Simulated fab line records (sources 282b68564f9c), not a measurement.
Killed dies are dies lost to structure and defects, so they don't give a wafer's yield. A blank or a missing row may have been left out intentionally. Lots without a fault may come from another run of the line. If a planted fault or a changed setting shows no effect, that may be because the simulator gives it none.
Struck lot and sound lot, side by side -- flow ritCmos -- 45 out of 202 route steps
Sound: wafers L822.3, L822.4, L822.6. Struck: wafers L812.1, L812.3, L812.5. At the end, the cause is stated.
At each step with rows: each side's tool, then ch and its chambers, then its first start. Under that, the readings that differ: sound wafers -- struck wafers -- difference of the means -- sigmas: that difference in standard deviations of wafers without a fault.
alike: same words and numbers on both sides, and readings whose means sit less than 2 such deviations apart. not compared: any withheld reading, any reading some wafer has no value for, any bound like >300 that may hide the same value, and any number with overlapping values for which the record gives no deviation.
Wherever a step has rows on one side only, a row that says differs or no value, or a row with sigmas, the two part there. Numbers that don't overlap but have no deviation are shown without sigmas and don't part them. A reading missing from all wafers of one side parts the sides only when that side holds two or more wafers.

first, 2 steps without rows for these wafers: RIT_NLDD_HARDBAKE_07 (time 60 s); RIT_NLDD_IMPLANT_08.
RIT_NLDD_STRIP_09: strips in O2, time 180 s.
  sound on plasmaAsher-01 ch 0,1, day 6 18:20; struck on plasmaAsher-02 ch 0,1, day 4 20:04
  alike: drypumpMotorCurrentA
  not compared: rfHoursCounterH
RIT_NLDD_TW_MEAS_10:
  struck on filmMetro-01, day 4 20:14; sound on filmMetro-01, day 6 18:29
  alike: NLDD_TW
then, 6 steps without rows for these wafers: RIT_PLDD_HMDS_00 (prime time 60 s); RIT_PLDD_COAT_01 (resist thk 1000 nm); RIT_PLDD_SOFTBAKE_02 (time 60 s); RIT_PLDD_EXPOSE_03 (exposes mask M8, target cd 40900 nm); RIT_PLDD_PEB_04; RIT_PLDD_DEVELOP_05 (develop time 50 s).
RIT_PLDD_OVL_MEAS_06:
  struck on overlay-01, day 4 21:16; sound on overlay-02, day 6 19:31
reading,sound,struck,difference,sigmas
PLDD_OVL (nm),2.1 2.4 3.8,-0.2 -1.5 -0.4,-3.5,-2
then, 1 step without rows for these wafers: RIT_PLDD_HARDBAKE_07 (time 60 s).
RIT_PLDD_IMPLANT_08:
  sound on implanter-03 ch 0, day 6 19:44; struck on implanter-04 ch 0, day 4 21:28
reading,sound,struck,difference,sigmas
doseIonsCm2,9.008e+14 9.004e+14 8.995e+14,8.401e+14 8.394e+14 8.401e+14,-6.037e+13,-63
faradayCurrentUA,2835 2697 2889,2652 2605 2560,-201,-3
RIT_PLDD_STRIP_09: strips in O2, time 180 s.
  sound on plasmaAsher-02 ch 0,1, day 6 19:53; struck on plasmaAsher-01 ch 0,1, day 4 21:37
  alike: drypumpMotorCurrentA
  not compared: rfHoursCounterH
RIT_PLDD_TW_MEAS_10:
  struck on filmMetro-01, day 4 21:47; sound on filmMetro-01, day 6 20:01
  alike: PLDD_TW
then, 4 steps without rows for these wafers: RIT_SPACER_CLEAN_00 (cleans in SC1, time 600 s); RIT_SPACER_CLEAN_01 (cleans in dHF, time 30 s); RIT_SPACER_CLEAN_02 (cleans in SC2, time 600 s); RIT_SPACER_CVD_03 (deposits Si3N4 from SiH2Cl2/NH3, target thk 250 nm, time 3300 s).
RIT_SPACER_THK_MEAS_04:
  struck on filmMetro-04, day 5 00:11; sound on filmMetro-03, day 6 22:35
reading,sound,struck,difference,sigmas
SPACER_NITRIDE_THK (nm),248.3 248.5 248.5,254.0 255.8 253.7,+6.1,+3
RIT_SPACER_ETCHBACK_05: etches Si3N4 in SF6/CHF3, stops on SiO2, target depth 250 nm, time 240 s.
  sound on rieDiel-03 ch 1,2,3, day 6 22:37; struck on rieDiel-02 ch 0,2,3, day 5 00:14
  alike: drypumpMotorCurrentA, oesProductAu, throttleValvePct
  not compared: rfHoursCounterH
then, 6 steps without rows for these wafers: RIT_NSD_HMDS_00 (prime time 60 s); RIT_NSD_COAT_01 (resist thk 1000 nm); RIT_NSD_SOFTBAKE_02 (time 60 s); RIT_NSD_EXPOSE_03 (exposes mask M9, target cd 40700 nm); RIT_NSD_PEB_04; RIT_NSD_DEVELOP_05 (develop time 50 s).
RIT_NSD_OVL_MEAS_06:
  struck on overlay-01, day 5 01:14; sound on overlay-02, day 6 23:45
  alike: NSD_OVL
then, 2 steps without rows for these wafers: RIT_NSD_HARDBAKE_07 (time 60 s); RIT_NSD_IMPLANT_08.
RIT_NSD_STRIP_09: strips in O2, time 180 s.
  sound on plasmaAsher-03 ch 0,1, day 7 00:08; struck on plasmaAsher-01 ch 0, day 5 01:38
  alike: drypumpMotorCurrentA
  not compared: rfHoursCounterH
RIT_NSD_TW_MEAS_10:
  struck on filmMetro-03, day 5 01:48; sound on filmMetro-03, day 7 00:16
  alike: NSD_TW
then, 6 steps without rows for these wafers: RIT_PSD_HMDS_00 (prime time 60 s); RIT_PSD_COAT_01 (resist thk 1000 nm); RIT_PSD_SOFTBAKE_02 (time 60 s); RIT_PSD_EXPOSE_03 (exposes mask M10, target cd 40900 nm); RIT_PSD_PEB_04; RIT_PSD_DEVELOP_05 (develop time 50 s).
RIT_PSD_OVL_MEAS_06:
  struck on overlay-02, day 5 02:53; sound on overlay-01, day 7 01:22
  alike: PSD_OVL
then, 2 steps without rows for these wafers: RIT_PSD_HARDBAKE_07 (time 60 s); RIT_PSD_IMPLANT_08.
RIT_PSD_STRIP_09: strips in O2, time 180 s.
  sound on plasmaAsher-02 ch 0,1, day 7 01:45; struck on plasmaAsher-03 ch 0, day 5 03:13
  alike: drypumpMotorCurrentA
  not compared: rfHoursCounterH
RIT_SDANNEAL_RS_MEAS_06: uses a four-point probe to measure.
  struck on filmMetro-02, day 5 04:25; sound on filmMetro-02, day 7 03:00
reading,sound,struck,difference,sigmas
PLDD_RS (ohm/sq),178.8 179.1 179.1,185.5 185.6 185.4,+6.5,+14
  not compared: hold
RIT_SDANNEAL_RS_MEAS_07: uses a four-point probe to measure.
  struck on filmMetro-02, day 5 08:50; sound on filmMetro-02, day 7 03:07
reading,sound,struck,difference,sigmas
hold,- - -,awaitDispo/4.3h/release awaitDispo/4.3h/release awaitDispo/4.3h/release,no value on the sound wafers,
  alike: NLDD_RS
RIT_M1_PROBE_99:
  struck on prober-01, day 5 16:23; sound on prober-02, day 7 10:22
  alike: killedAtContacts, killedAtFrontEnd, killedDies, killedOnRim, killedOpen, killedShort

== WHERE THEY PART ==
Earliest at RIT_PLDD_OVL_MEAS_06; latest, in this record, at RIT_SDANNEAL_RS_MEAS_07. Later steps at which nothing parts them and some readings are alike: RIT_M1_PROBE_99.

WHY: what the simulator had put in
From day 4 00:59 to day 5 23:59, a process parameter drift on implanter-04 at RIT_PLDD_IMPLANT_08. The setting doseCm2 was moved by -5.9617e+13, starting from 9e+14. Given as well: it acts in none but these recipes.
